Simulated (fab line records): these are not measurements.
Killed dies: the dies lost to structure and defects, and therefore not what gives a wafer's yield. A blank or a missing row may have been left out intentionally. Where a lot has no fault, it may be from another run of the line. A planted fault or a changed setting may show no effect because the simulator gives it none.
fab line records || flow berkeley-cmos170
record: {"lots": 7, "wafers": 21, "last-day": 12}
route steps=331 shown NVT@113 PVT@115 GATE@125 FIELD@126
lots untouched by any fault: they come from a run of this same line in which no faults occurred
start-h: hours from the record's first day to the start of the lot's first wafer shown || wait-h: hours from the lot's prior step to this one || " same as the row above || L1.1+2: one row covering several wafers at once || - no value, or no start was given || * or withheld: withheld || < > ~ a bound
route shown NAME@n: NAME is a module with steps in the file, n the number in the route of the first one || usual: average and standard deviation across the fault-free wafers || same: alike in all rows || chamber/n: place in a boat || sites: the reading at each site || _std_site: how widely they spread, as a standard deviation || _edge_site: inner sites' mean taken away from outer sites' mean || radius-mm: for every site, how far away it sits from the centre of the wafer || mask NAME#n: copy n || behind: tool/chamber where the wafer was last shaped || hold: cause of the lot's hold/its duration in hours/its outcome || device: whichever transistor did not switch (one of n, p or np) || end of line: tests run on the same wafers once the route is complete || a step given without rows: its recipe and nothing more || killed: dies lost to structure and defects at the first sort, not the wafer's yield || map: per-die view of a wafer (x killed, . not killed, _ where there is no die)
set.NAME: setting as actually run; set.NAME@STEP: the setting as run at that earlier step || model.NAME: the simulator's own value behind a step, which no gauge read
a table for each step, a row for each wafer; lots at some steps of the route
services: when a tool's chamber went out of use (start-h, in hours from the record's first day, below 0 if earlier), for how many hours, and the reason
== steps ==
step: UCB170_NVT_TW_MEAS_09
usual: {"NVT_TW": "527/4.4"}
{"lot.wafer": "L730.2", "tool": "film-metro-03", "chamber": "-", "start-h": 109.55, "wait-h": 0.1, "NVT_TW": 524}
{"lot.wafer": "L730.4", "tool": "film-metro-03", "chamber": "-", "start-h": 109.55, "wait-h": 0.1, "NVT_TW": 526}
{"lot.wafer": "L730.5", "tool": "film-metro-03", "chamber": "-", "start-h": 109.55, "wait-h": 0.1, "NVT_TW": 526}
{"lot.wafer": "L733.1", "tool": "film-metro-04", "chamber": "-", "start-h": 132.82, "wait-h": 0.1, "NVT_TW": 526}
{"lot.wafer": "L733.5", "tool": "film-metro-04", "chamber": "-", "start-h": 132.82, "wait-h": 0.1, "NVT_TW": 527}
{"lot.wafer": "L733.6", "tool": "film-metro-04", "chamber": "-", "start-h": 132.82, "wait-h": 0.1, "NVT_TW": 526}
{"lot.wafer": "L747.1", "tool": "film-metro-03", "chamber": "-", "start-h": 209.69, "wait-h": 0.1, "NVT_TW": 521}
{"lot.wafer": "L747.3", "tool": "film-metro-03", "chamber": "-", "start-h": 209.69, "wait-h": 0.1, "NVT_TW": 522}
{"lot.wafer": "L747.5", "tool": "film-metro-03", "chamber": "-", "start-h": 209.69, "wait-h": 0.1, "NVT_TW": 521}
{"lot.wafer": "L748.1", "tool": "film-metro-04", "chamber": "-", "start-h": 209.69, "wait-h": 0.1, "NVT_TW": 521}
{"lot.wafer": "L748.3", "tool": "film-metro-04", "chamber": "-", "start-h": 209.69, "wait-h": 0.1, "NVT_TW": 524}
{"lot.wafer": "L748.5", "tool": "film-metro-04", "chamber": "-", "start-h": 209.69, "wait-h": 0.1, "NVT_TW": 522}
{"lot.wafer": "L746.1", "tool": "film-metro-04", "chamber": "-", "start-h": 209.96, "wait-h": 0.1, "NVT_TW": 524}
{"lot.wafer": "L746.2", "tool": "film-metro-04", "chamber": "-", "start-h": 209.96, "wait-h": 0.1, "NVT_TW": 522}
{"lot.wafer": "L746.3", "tool": "film-metro-04", "chamber": "-", "start-h": 209.96, "wait-h": 0.1, "NVT_TW": 521}
{"lot.wafer": "L749.2", "tool": "film-metro-04", "chamber": "-", "start-h": 210.05, "wait-h": 0.1, "NVT_TW": 522}
{"lot.wafer": "L749.3", "tool": "film-metro-04", "chamber": "-", "start-h": 210.05, "wait-h": 0.1, "NVT_TW": 526}
{"lot.wafer": "L749.5", "tool": "film-metro-04", "chamber": "-", "start-h": 210.05, "wait-h": 0.1, "NVT_TW": 523}
{"lot.wafer": "L750.2", "tool": "film-metro-01", "chamber": "-", "start-h": 222.61, "wait-h": 0.1, "NVT_TW": 535}
{"lot.wafer": "L750.3", "tool": "film-metro-01", "chamber": "-", "start-h": 222.61, "wait-h": 0.1, "NVT_TW": 531}
{"lot.wafer": "L750.6", "tool": "film-metro-01", "chamber": "-", "start-h": 222.61, "wait-h": 0.1, "NVT_TW": 535}
step: UCB170_NVT_CLEAN_10
recipe: {"chemistry": "SPM", "temp-c": 120, "time-s": 600}
step: UCB170_PVT_HMDS_00
recipe: {"prime-time-s": 60, "prime-temp-c": 100}
step: UCB170_PVT_COAT_01
recipe: {"resist": "KrF", "spin-rpm": 1500, "resist-thk-nm": 900}
step: UCB170_PVT_SOFTBAKE_02
recipe: {"resist": "KrF", "temp-c": 130, "time-s": 60}
step: UCB170_PVT_EXPOSE_03
recipe: {"mask-id": "NWELL", "target-cd-nm": 3000, "na": 0.5, "sigma-outer": 0.6, "source-shape": "conventional", "dose-mj": 30.52}
step: UCB170_PVT_PEB_04
recipe: {"peb-temp-c": 130, "peb-time-s": "withheld", "resist": "KrF"}
step: UCB170_PVT_DEVELOP_05
recipe: {"developer": "TMAH", "develop-time-s": 45, "resist": "KrF", "dev-temp-c": 21}
step: UCB170_PVT_OVL_MEAS_06
usual: {"PVT_OVL": "1/5.4"}
{"lot.wafer": "L730.2", "tool": "overlay-02", "chamber": "-", "start-h": 112.00, "wait-h": "-", "PVT_OVL[nm]": -2}
{"lot.wafer": "L730.4", "tool": "overlay-02", "chamber": "-", "start-h": 112.00, "wait-h": "-", "PVT_OVL[nm]": -1}
{"lot.wafer": "L730.5", "tool": "overlay-02", "chamber": "-", "start-h": 112.00, "wait-h": "-", "PVT_OVL[nm]": -1}
{"lot.wafer": "L733.1", "tool": "overlay-01", "chamber": "-", "start-h": 137.28, "wait-h": "-", "PVT_OVL[nm]": -5}
{"lot.wafer": "L733.5", "tool": "overlay-01", "chamber": "-", "start-h": 137.28, "wait-h": "-", "PVT_OVL[nm]": 2}
{"lot.wafer": "L733.6", "tool": "overlay-01", "chamber": "-", "start-h": 137.28, "wait-h": "-", "PVT_OVL[nm]": -2}
{"lot.wafer": "L747.1", "tool": "overlay-01", "chamber": "-", "start-h": 211.13, "wait-h": "-", "PVT_OVL[nm]": 6}
{"lot.wafer": "L747.3", "tool": "overlay-01", "chamber": "-", "start-h": 211.13, "wait-h": "-", "PVT_OVL[nm]": 2}
{"lot.wafer": "L747.5", "tool": "overlay-01", "chamber": "-", "start-h": 211.13, "wait-h": "-", "PVT_OVL[nm]": 0}
{"lot.wafer": "L748.1", "tool": "overlay-01", "chamber": "-", "start-h": 211.40, "wait-h": "-", "PVT_OVL[nm]": -4}
{"lot.wafer": "L748.3", "tool": "overlay-01", "chamber": "-", "start-h": 211.40, "wait-h": "-", "PVT_OVL[nm]": -5}
{"lot.wafer": "L748.5", "tool": "overlay-01", "chamber": "-", "start-h": 211.40, "wait-h": "-", "PVT_OVL[nm]": -4}
{"lot.wafer": "L746.1", "tool": "overlay-02", "chamber": "-", "start-h": 211.81, "wait-h": "-", "PVT_OVL[nm]": -1}
{"lot.wafer": "L746.2", "tool": "overlay-02", "chamber": "-", "start-h": 211.81, "wait-h": "-", "PVT_OVL[nm]": 2}
{"lot.wafer": "L746.3", "tool": "overlay-02", "chamber": "-", "start-h": 211.81, "wait-h": "-", "PVT_OVL[nm]": -6}
{"lot.wafer": "L749.2", "tool": "overlay-01", "chamber": "-", "start-h": 212.10, "wait-h": "-", "PVT_OVL[nm]": 10}
{"lot.wafer": "L749.3", "tool": "overlay-01", "chamber": "-", "start-h": 212.10, "wait-h": "-", "PVT_OVL[nm]": -2}
{"lot.wafer": "L749.5", "tool": "overlay-01", "chamber": "-", "start-h": 212.10, "wait-h": "-", "PVT_OVL[nm]": 0}
{"lot.wafer": "L750.2", "tool": "overlay-01", "chamber": "-", "start-h": 226.34, "wait-h": "-", "PVT_OVL[nm]": -9}
{"lot.wafer": "L750.3", "tool": "overlay-01", "chamber": "-", "start-h": 226.34, "wait-h": "-", "PVT_OVL[nm]": -4}
{"lot.wafer": "L750.6", "tool": "overlay-01", "chamber": "-", "start-h": 226.34, "wait-h": "-", "PVT_OVL[nm]": 1}
step: UCB170_PVT_IMPLANT_07
recipe: {"species": "P", "dose-cm2": 2e+12, "energy-kev": 30, "tilt-deg": 7}
step: UCB170_PVT_STRIP_08
recipe: {"chemistry": "O2", "power-w": 400, "pressure-mtorr": 3500, "platen-temp-c": "withheld", "o2-flow-sccm": 400, "overash-fraction": 0.5}
usual: {"drypump-motor-current-A": "5.9/0.51", "oes-product-au": "0.734/0.0047", "strip-time-to-endpoint-s": "21.64/0.058"}
{"lot.wafer": "L730.2", "tool": "plasma-asher-01", "chamber": 1, "start-h": 112.18, "wait-h": 0.1, "drypump-motor-current-A": 5.7, "oes-product-au": 0.729, "rf-hours-counter-h": 40, "strip-time-to-endpoint-s": 21.61}
{"lot.wafer": "L730.4", "tool": "plasma-asher-01", "chamber": 1, "start-h": 112.18, "wait-h": 0.1, "drypump-motor-current-A": 5.8, "oes-product-au": 0.730, "rf-hours-counter-h": "-", "strip-time-to-endpoint-s": 21.67}
{"lot.wafer": "L730.5", "tool": "plasma-asher-01", "chamber": 1, "start-h": 112.18, "wait-h": 0.1, "drypump-motor-current-A": 5.8, "oes-product-au": 0.740, "rf-hours-counter-h": "-", "strip-time-to-endpoint-s": 21.63}
{"lot.wafer": "L733.1", "tool": "plasma-asher-01", "chamber": 0, "start-h": 137.46, "wait-h": 0.1, "drypump-motor-current-A": 5.2, "oes-product-au": 0.730, "rf-hours-counter-h": 44, "strip-time-to-endpoint-s": 21.67}
{"lot.wafer": "L733.5", "tool": "plasma-asher-01", "chamber": 0, "start-h": 137.46, "wait-h": 0.1, "drypump-motor-current-A": 5.2, "oes-product-au": 0.734, "rf-hours-counter-h": "-", "strip-time-to-endpoint-s": 21.61}
{"lot.wafer": "L733.6", "tool": "plasma-asher-01", "chamber": 1, "start-h": 137.46, "wait-h": 0.1, "drypump-motor-current-A": 5.8, "oes-product-au": 0.729, "rf-hours-counter-h": "-", "strip-time-to-endpoint-s": 21.62}
{"lot.wafer": "L747.1", "tool": "plasma-asher-03", "chamber": 1, "start-h": 211.32, "wait-h": 0.1, "drypump-motor-current-A": 6.8, "oes-product-au": 0.724, "rf-hours-counter-h": 51, "strip-time-to-endpoint-s": 21.63}
{"lot.wafer": "L747.3", "tool": "plasma-asher-03", "chamber": 0, "start-h": 211.32, "wait-h": 0.1, "drypump-motor-current-A": 6.3, "oes-product-au": 0.726, "rf-hours-counter-h": "-", "strip-time-to-endpoint-s": 21.60}
{"lot.wafer": "L747.5", "tool": "plasma-asher-03", "chamber": 0, "start-h": 211.32, "wait-h": 0.1, "drypump-motor-current-A": 6.3, "oes-product-au": 0.736, "rf-hours-counter-h": "-", "strip-time-to-endpoint-s": 21.62}
{"lot.wafer": "L748.1", "tool": "plasma-asher-02", "chamber": 1, "start-h": 211.59, "wait-h": 0.1, "drypump-motor-current-A": 6.1, "oes-product-au": 0.733, "rf-hours-counter-h": 9, "strip-time-to-endpoint-s": 21.82}
{"lot.wafer": "L748.3", "tool": "plasma-asher-02", "chamber": 1, "start-h": 211.59, "wait-h": 0.1, "drypump-motor-current-A": 6.1, "oes-product-au": 0.727, "rf-hours-counter-h": "-", "strip-time-to-endpoint-s": 21.67}
{"lot.wafer": "L748.5", "tool": "plasma-asher-02", "chamber": 1, "start-h": 211.59, "wait-h": 0.1, "drypump-motor-current-A": 6.1, "oes-product-au": 0.739, "rf-hours-counter-h": "-", "strip-time-to-endpoint-s": 21.71}
{"lot.wafer": "L746.1", "tool": "plasma-asher-03", "chamber": 1, "start-h": 212.00, "wait-h": 0.1, "drypump-motor-current-A": 6.8, "oes-product-au": 0.729, "rf-hours-counter-h": 51, "strip-time-to-endpoint-s": 21.66}
{"lot.wafer": "L746.2", "tool": "plasma-asher-03", "chamber": 0, "start-h": 212.00, "wait-h": 0.1, "drypump-motor-current-A": 6.3, "oes-product-au": 0.741, "rf-hours-counter-h": 51, "strip-time-to-endpoint-s": 21.67}
{"lot.wafer": "L746.3", "tool": "plasma-asher-03", "chamber": 0, "start-h": 212.00, "wait-h": 0.1, "drypump-motor-current-A": 6.3, "oes-product-au": 0.731, "rf-hours-counter-h": "-", "strip-time-to-endpoint-s": 21.63}
{"lot.wafer": "L749.2", "tool": "plasma-asher-01", "chamber": 0, "start-h": 212.28, "wait-h": 0.1, "drypump-motor-current-A": 5.2, "oes-product-au": 0.743, "rf-hours-counter-h": 51, "strip-time-to-endpoint-s": 21.63}
{"lot.wafer": "L749.3", "tool": "plasma-asher-01", "chamber": 0, "start-h": 212.28, "wait-h": 0.1, "drypump-motor-current-A": 5.2, "oes-product-au": 0.732, "rf-hours-counter-h": "-", "strip-time-to-endpoint-s": 21.61}
{"lot.wafer": "L749.5", "tool": "plasma-asher-01", "chamber": 1, "start-h": 212.28, "wait-h": 0.1, "drypump-motor-current-A": 5.8, "oes-product-au": 0.733, "rf-hours-counter-h": "-", "strip-time-to-endpoint-s": 21.62}
{"lot.wafer": "L750.2", "tool": "plasma-asher-01", "chamber": 0, "start-h": 226.52, "wait-h": 0.1, "drypump-motor-current-A": 5.2, "oes-product-au": 0.740, "rf-hours-counter-h": 53, "strip-time-to-endpoint-s": 21.56}
{"lot.wafer": "L750.3", "tool": "plasma-asher-01", "chamber": 0, "start-h": 226.52, "wait-h": 0.1, "drypump-motor-current-A": 5.2, "oes-product-au": 0.736, "rf-hours-counter-h": "-", "strip-time-to-endpoint-s": 21.56}
{"lot.wafer": "L750.6", "tool": "plasma-asher-01", "chamber": 0, "start-h": 226.52, "wait-h": 0.1, "drypump-motor-current-A": 5.2, "oes-product-au": 0.730, "rf-hours-counter-h": "-", "strip-time-to-endpoint-s": 21.63}
step: UCB170_PVT_TW_MEAS_09
usual: {"PVT_TW": "511/3.5"}
{"lot.wafer": "L730.2", "tool": "film-metro-02", "chamber": "-", "start-h": 112.29, "wait-h": 0.1, "PVT_TW": 512}
{"lot.wafer": "L730.4", "tool": "film-metro-02", "chamber": "-", "start-h": 112.29, "wait-h": 0.1, "PVT_TW": 512}
{"lot.wafer": "L730.5", "tool": "film-metro-02", "chamber": "-", "start-h": 112.29, "wait-h": 0.1, "PVT_TW": 512}
{"lot.wafer": "L733.1", "tool": "film-metro-01", "chamber": "-", "start-h": 137.56, "wait-h": 0.1, "PVT_TW": 510}
{"lot.wafer": "L733.5", "tool": "film-metro-01", "chamber": "-", "start-h": 137.56, "wait-h": 0.1, "PVT_TW": 512}
{"lot.wafer": "L733.6", "tool": "film-metro-01", "chamber": "-", "start-h": 137.56, "wait-h": 0.1, "PVT_TW": 514}
{"lot.wafer": "L747.1", "tool": "film-metro-01", "chamber": "-", "start-h": 211.42, "wait-h": 0.1, "PVT_TW": 515}
{"lot.wafer": "L747.3", "tool": "film-metro-01", "chamber": "-", "start-h": 211.42, "wait-h": 0.1, "PVT_TW": 514}
{"lot.wafer": "L747.5", "tool": "film-metro-01", "chamber": "-", "start-h": 211.42, "wait-h": 0.1, "PVT_TW": 515}
{"lot.wafer": "L748.1", "tool": "film-metro-01", "chamber": "-", "start-h": 211.69, "wait-h": 0.1, "PVT_TW": 514}
{"lot.wafer": "L748.3", "tool": "film-metro-01", "chamber": "-", "start-h": 211.69, "wait-h": 0.1, "PVT_TW": 514}
{"lot.wafer": "L748.5", "tool": "film-metro-01", "chamber": "-", "start-h": 211.69, "wait-h": 0.1, "PVT_TW": 513}
{"lot.wafer": "L746.1", "tool": "film-metro-02", "chamber": "-", "start-h": 212.10, "wait-h": 0.1, "PVT_TW": 509}
{"lot.wafer": "L746.2", "tool": "film-metro-02", "chamber": "-", "start-h": 212.10, "wait-h": 0.1, "PVT_TW": 508}
{"lot.wafer": "L746.3", "tool": "film-metro-02", "chamber": "-", "start-h": 212.10, "wait-h": 0.1, "PVT_TW": 507}
{"lot.wafer": "L749.2", "tool": "film-metro-02", "chamber": "-", "start-h": 212.39, "wait-h": 0.1, "PVT_TW": 507}
{"lot.wafer": "L749.3", "tool": "film-metro-02", "chamber": "-", "start-h": 212.39, "wait-h": 0.1, "PVT_TW": 506}
{"lot.wafer": "L749.5", "tool": "film-metro-02", "chamber": "-", "start-h": 212.39, "wait-h": 0.1, "PVT_TW": 508}
{"lot.wafer": "L750.2", "tool": "film-metro-01", "chamber": "-", "start-h": 226.63, "wait-h": 0.1, "PVT_TW": 515}
{"lot.wafer": "L750.3", "tool": "film-metro-01", "chamber": "-", "start-h": 226.63, "wait-h": 0.1, "PVT_TW": 516}
{"lot.wafer": "L750.6", "tool": "film-metro-01", "chamber": "-", "start-h": 226.63, "wait-h": 0.1, "PVT_TW": 515}
step: UCB170_GATE_WET_ETCH_00
recipe: {"chemistry": "dHF", "dilution": "25:1", "target": "SiO2", "temp-c": 25, "time-s": 200}
usual: {"bath-heat-duty-pct": "6.1/0.64", "run-length-s": "227.9/2.9"}
{"lot.wafer": "L730.2", "tool": "wet-bench-04", "chamber": 2, "start-h": 112.47, "wait-h": 0.2, "bath-heat-duty-pct": 5.7, "run-length-s": 229.0, "model.SiO2_of_SCREENOX_OXIDATION_01.thk-nm": 0}
{"lot.wafer": "L730.4", "tool": "wet-bench-04", "chamber": 2, "start-h": 112.47, "wait-h": 0.2, "bath-heat-duty-pct": 6.5, "run-length-s": 229.0, "model.SiO2_of_SCREENOX_OXIDATION_01.thk-nm": 0}
{"lot.wafer": "L730.5", "tool": "wet-bench-04", "chamber": 2, "start-h": 112.47, "wait-h": 0.2, "bath-heat-duty-pct": 6.1, "run-length-s": 229.0, "model.SiO2_of_SCREENOX_OXIDATION_01.thk-nm": 0}
{"lot.wafer": "L733.1", "tool": "wet-bench-04", "chamber": 2, "start-h": 137.75, "wait-h": 0.2, "bath-heat-duty-pct": 6.0, "run-length-s": 227.3, "model.SiO2_of_SCREENOX_OXIDATION_01.thk-nm": 0}
{"lot.wafer": "L733.5", "tool": "wet-bench-04", "chamber": 2, "start-h": 137.75, "wait-h": 0.2, "bath-heat-duty-pct": 5.4, "run-length-s": 227.3, "model.SiO2_of_SCREENOX_OXIDATION_01.thk-nm": 0}
{"lot.wafer": "L733.6", "tool": "wet-bench-04", "chamber": 2, "start-h": 137.75, "wait-h": 0.2, "bath-heat-duty-pct": 5.9, "run-length-s": 227.3, "model.SiO2_of_SCREENOX_OXIDATION_01.thk-nm": 0}
{"lot.wafer": "L747.1", "tool": "wet-bench-03", "chamber": 3, "start-h": 211.48, "wait-h": 0.1, "bath-heat-duty-pct": "-", "run-length-s": "-", "model.SiO2_of_SCREENOX_OXIDATION_01.thk-nm": 14.99}
{"lot.wafer": "L747.3", "tool": "wet-bench-03", "chamber": 3, "start-h": 211.48, "wait-h": 0.1, "bath-heat-duty-pct": "-", "run-length-s": "-", "model.SiO2_of_SCREENOX_OXIDATION_01.thk-nm": 14.79}
{"lot.wafer": "L747.5", "tool": "wet-bench-03", "chamber": 3, "start-h": 211.48, "wait-h": 0.1, "bath-heat-duty-pct": "-", "run-length-s": "-", "model.SiO2_of_SCREENOX_OXIDATION_01.thk-nm": 14.72}
{"lot.wafer": "L748.1", "tool": "wet-bench-04", "chamber": 3, "start-h": 211.77, "wait-h": 0.1, "bath-heat-duty-pct": "-", "run-length-s": "-", "model.SiO2_of_SCREENOX_OXIDATION_01.thk-nm": 14.84}
{"lot.wafer": "L748.3", "tool": "wet-bench-04", "chamber": 3, "start-h": 211.77, "wait-h": 0.1, "bath-heat-duty-pct": "-", "run-length-s": "-", "model.SiO2_of_SCREENOX_OXIDATION_01.thk-nm": 14.85}
{"lot.wafer": "L748.5", "tool": "wet-bench-04", "chamber": 3, "start-h": 211.77, "wait-h": 0.1, "bath-heat-duty-pct": "-", "run-length-s": "-", "model.SiO2_of_SCREENOX_OXIDATION_01.thk-nm": 14.82}
{"lot.wafer": "L746.1", "tool": "wet-bench-04", "chamber": 2, "start-h": 212.16, "wait-h": 0.1, "bath-heat-duty-pct": "-", "run-length-s": "-", "model.SiO2_of_SCREENOX_OXIDATION_01.thk-nm": 14.6}
{"lot.wafer": "L746.2", "tool": "wet-bench-04", "chamber": 2, "start-h": 212.16, "wait-h": 0.1, "bath-heat-duty-pct": "-", "run-length-s": "-", "model.SiO2_of_SCREENOX_OXIDATION_01.thk-nm": 14.67}
{"lot.wafer": "L746.3", "tool": "wet-bench-04", "chamber": 2, "start-h": 212.16, "wait-h": 0.1, "bath-heat-duty-pct": "-", "run-length-s": "-", "model.SiO2_of_SCREENOX_OXIDATION_01.thk-nm": 14.45}
{"lot.wafer": "L749.2", "tool": "wet-bench-03", "chamber": 1, "start-h": 212.44, "wait-h": 0.0, "bath-heat-duty-pct": 6.4, "run-length-s": 229.0, "model.SiO2_of_SCREENOX_OXIDATION_01.thk-nm": 0}
{"lot.wafer": "L749.3", "tool": "wet-bench-03", "chamber": 1, "start-h": 212.44, "wait-h": 0.0, "bath-heat-duty-pct": 5.6, "run-length-s": 229.0, "model.SiO2_of_SCREENOX_OXIDATION_01.thk-nm": 0}
{"lot.wafer": "L749.5", "tool": "wet-bench-03", "chamber": 1, "start-h": 212.44, "wait-h": 0.0, "bath-heat-duty-pct": 5.3, "run-length-s": 229.0, "model.SiO2_of_SCREENOX_OXIDATION_01.thk-nm": 0}
{"lot.wafer": "L750.2", "tool": "wet-bench-03", "chamber": 0, "start-h": 226.72, "wait-h": 0.1, "bath-heat-duty-pct": 5.3, "run-length-s": 232.2, "model.SiO2_of_SCREENOX_OXIDATION_01.thk-nm": 0}
{"lot.wafer": "L750.3", "tool": "wet-bench-03", "chamber": 0, "start-h": 226.72, "wait-h": 0.1, "bath-heat-duty-pct": 5.2, "run-length-s": 232.2, "model.SiO2_of_SCREENOX_OXIDATION_01.thk-nm": 0}
{"lot.wafer": "L750.6", "tool": "wet-bench-03", "chamber": 0, "start-h": 226.72, "wait-h": 0.1, "bath-heat-duty-pct": 5.1, "run-length-s": 232.2, "model.SiO2_of_SCREENOX_OXIDATION_01.thk-nm": 0}
step: UCB170_FIELD_THK_MEAS_91
recipe: {"reads": "SiO2_of_FIELD_OXIDATION_01"}
usual: {"FIELD_OXIDE_LEFT_2_THK": "357/11"}
{"lot.wafer": "L730.2", "tool": "film-metro-02", "chamber": "-", "start-h": 112.54, "wait-h": 0.0, "FIELD_OXIDE_LEFT_2_THK[nm]": 358}
{"lot.wafer": "L730.4", "tool": "film-metro-02", "chamber": "-", "start-h": 112.54, "wait-h": 0.0, "FIELD_OXIDE_LEFT_2_THK[nm]": 351}
{"lot.wafer": "L730.5", "tool": "film-metro-02", "chamber": "-", "start-h": 112.54, "wait-h": 0.0, "FIELD_OXIDE_LEFT_2_THK[nm]": 353}
{"lot.wafer": "L733.1", "tool": "film-metro-02", "chamber": "-", "start-h": 137.81, "wait-h": 0.0, "FIELD_OXIDE_LEFT_2_THK[nm]": 370}
{"lot.wafer": "L733.5", "tool": "film-metro-02", "chamber": "-", "start-h": 137.81, "wait-h": 0.0, "FIELD_OXIDE_LEFT_2_THK[nm]": 364}
{"lot.wafer": "L733.6", "tool": "film-metro-02", "chamber": "-", "start-h": 137.81, "wait-h": 0.0, "FIELD_OXIDE_LEFT_2_THK[nm]": 359}
{"lot.wafer": "L747.1", "tool": "film-metro-02", "chamber": "-", "start-h": 211.55, "wait-h": 0.0, "FIELD_OXIDE_LEFT_2_THK[nm]": 397}
{"lot.wafer": "L747.3", "tool": "film-metro-02", "chamber": "-", "start-h": 211.55, "wait-h": 0.0, "FIELD_OXIDE_LEFT_2_THK[nm]": 405}
{"lot.wafer": "L747.5", "tool": "film-metro-02", "chamber": "-", "start-h": 211.55, "wait-h": 0.0, "FIELD_OXIDE_LEFT_2_THK[nm]": 406}
{"lot.wafer": "L748.1", "tool": "film-metro-04", "chamber": "-", "start-h": 211.83, "wait-h": 0.0, "FIELD_OXIDE_LEFT_2_THK[nm]": 393}
{"lot.wafer": "L748.3", "tool": "film-metro-04", "chamber": "-", "start-h": 211.83, "wait-h": 0.0, "FIELD_OXIDE_LEFT_2_THK[nm]": 384}
{"lot.wafer": "L748.5", "tool": "film-metro-04", "chamber": "-", "start-h": 211.83, "wait-h": 0.0, "FIELD_OXIDE_LEFT_2_THK[nm]": 374}
{"lot.wafer": "L746.1", "tool": "film-metro-01", "chamber": "-", "start-h": 212.22, "wait-h": 0.0, "FIELD_OXIDE_LEFT_2_THK[nm]": 392}
{"lot.wafer": "L746.2", "tool": "film-metro-01", "chamber": "-", "start-h": 212.22, "wait-h": 0.0, "FIELD_OXIDE_LEFT_2_THK[nm]": 400}
{"lot.wafer": "L746.3", "tool": "film-metro-01", "chamber": "-", "start-h": 212.22, "wait-h": 0.0, "FIELD_OXIDE_LEFT_2_THK[nm]": 397}
{"lot.wafer": "L749.2", "tool": "film-metro-01", "chamber": "-", "start-h": 212.51, "wait-h": 0.0, "FIELD_OXIDE_LEFT_2_THK[nm]": 365}
{"lot.wafer": "L749.3", "tool": "film-metro-01", "chamber": "-", "start-h": 212.51, "wait-h": 0.0, "FIELD_OXIDE_LEFT_2_THK[nm]": 366}
{"lot.wafer": "L749.5", "tool": "film-metro-01", "chamber": "-", "start-h": 212.51, "wait-h": 0.0, "FIELD_OXIDE_LEFT_2_THK[nm]": 363}
{"lot.wafer": "L750.2", "tool": "film-metro-04", "chamber": "-", "start-h": 226.80, "wait-h": 0.0, "FIELD_OXIDE_LEFT_2_THK[nm]": 359}
{"lot.wafer": "L750.3", "tool": "film-metro-04", "chamber": "-", "start-h": 226.80, "wait-h": 0.0, "FIELD_OXIDE_LEFT_2_THK[nm]": 358}
{"lot.wafer": "L750.6", "tool": "film-metro-04", "chamber": "-", "start-h": 226.80, "wait-h": 0.0, "FIELD_OXIDE_LEFT_2_THK[nm]": 354}
step: UCB170_GATE_OXIDATION_01
recipe: {"temp-c": 850, "ambient": "O2", "target-thk-a": 66, "ox-time-s": 1800}
== services ==
{"tool": "plasma-asher-02", "chamber": "-", "start-h": 108.75, "hours": 9.0, "kind": "pm"}
{"tool": "plasma-asher-02", "chamber": 0, "start-h": 108.75, "hours": 9.0, "kind": "vent-cycle"}
{"tool": "plasma-asher-02", "chamber": 1, "start-h": 108.75, "hours": 9.0, "kind": "vent-cycle"}
{"tool": "plasma-asher-02", "chamber": 0, "start-h": 117.75, "hours": "-", "kind": "clean"}
{"tool": "plasma-asher-02", "chamber": 1, "start-h": 117.75, "hours": "-", "kind": "clean"}
{"tool": "plasma-asher-03", "chamber": "-", "start-h": 118.09, "hours": 1.4, "kind": "repair"}
{"tool": "plasma-asher-02", "chamber": "-", "start-h": 163.56, "hours": 12.4, "kind": "repair"}
{"tool": "plasma-asher-01", "chamber": "-", "start-h": 169.20, "hours": 2.8, "kind": "pm"}
{"tool": "plasma-asher-03", "chamber": "-", "start-h": 192.85, "hours": 1.3, "kind": "repair"}
{"tool": "plasma-asher-01", "chamber": "-", "start-h": 195.90, "hours": 1.2, "kind": "repair"}
{"tool": "plasma-asher-03", "chamber": "-", "start-h": 218.75, "hours": 5.6, "kind": "repair"}
== key ==
first-sign: {"step": "UCB170_GATE_WET_ETCH_00", "reading": "tool-record", "direction": "missing"}
effect: {"step": "UCB170_FIELD_THK_MEAS_91", "reading": "FIELD_OXIDE_LEFT_2_THK", "direction": "up", "sigmas": 3.4, "usual": 357, "struck": 394}
model-effect: {"step": "UCB170_GATE_WET_ETCH_00", "value": "SiO2_of_SCREENOX_OXIDATION_01.thk-nm", "without": 0, "struck": 14.75}
met-at UCB170_GATE_WET_ETCH_00
struck-wafers L746.1,L746.2,L746.3,L747.1,L747.3,L747.5,L748.1,L748.3,L748.5
later-rows-left-out L746.1,L746.2,L746.3,L747.1,L747.3,L747.5,L748.1,L748.3,L748.5
sort-left-out L746.1,L746.2,L746.3,L747.1,L747.3,L747.5,L748.1,L748.3,L748.5
tester-left-out L746,L747,L748
onset-between 137.75 211.48
fault: {"kind": "skipped-step-whole", "tool": "wet-bench-03,wet-bench-04", "chamber": "-", "onset-h": 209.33, "steps": "UCB170_GATE_WET_ETCH_00", "scope": "struck-lots-only"}
tester-left-out: of these lots the tester's yield and bins aren't shown, on N5 and GAA mostly nor the transistor test; their killed dies are dies lost to structure and defects alone, not to doping, threshold or leakage, so they don't give the yield
sort-left-out: the simulated sort isn't trusted on such a fault, so these wafers' sort isn't shown, and their yield isn't known
later-rows-left-out: the simulator's readings of these wafers behind a module that went badly wrong aren't trusted and aren't shown, but for the sort
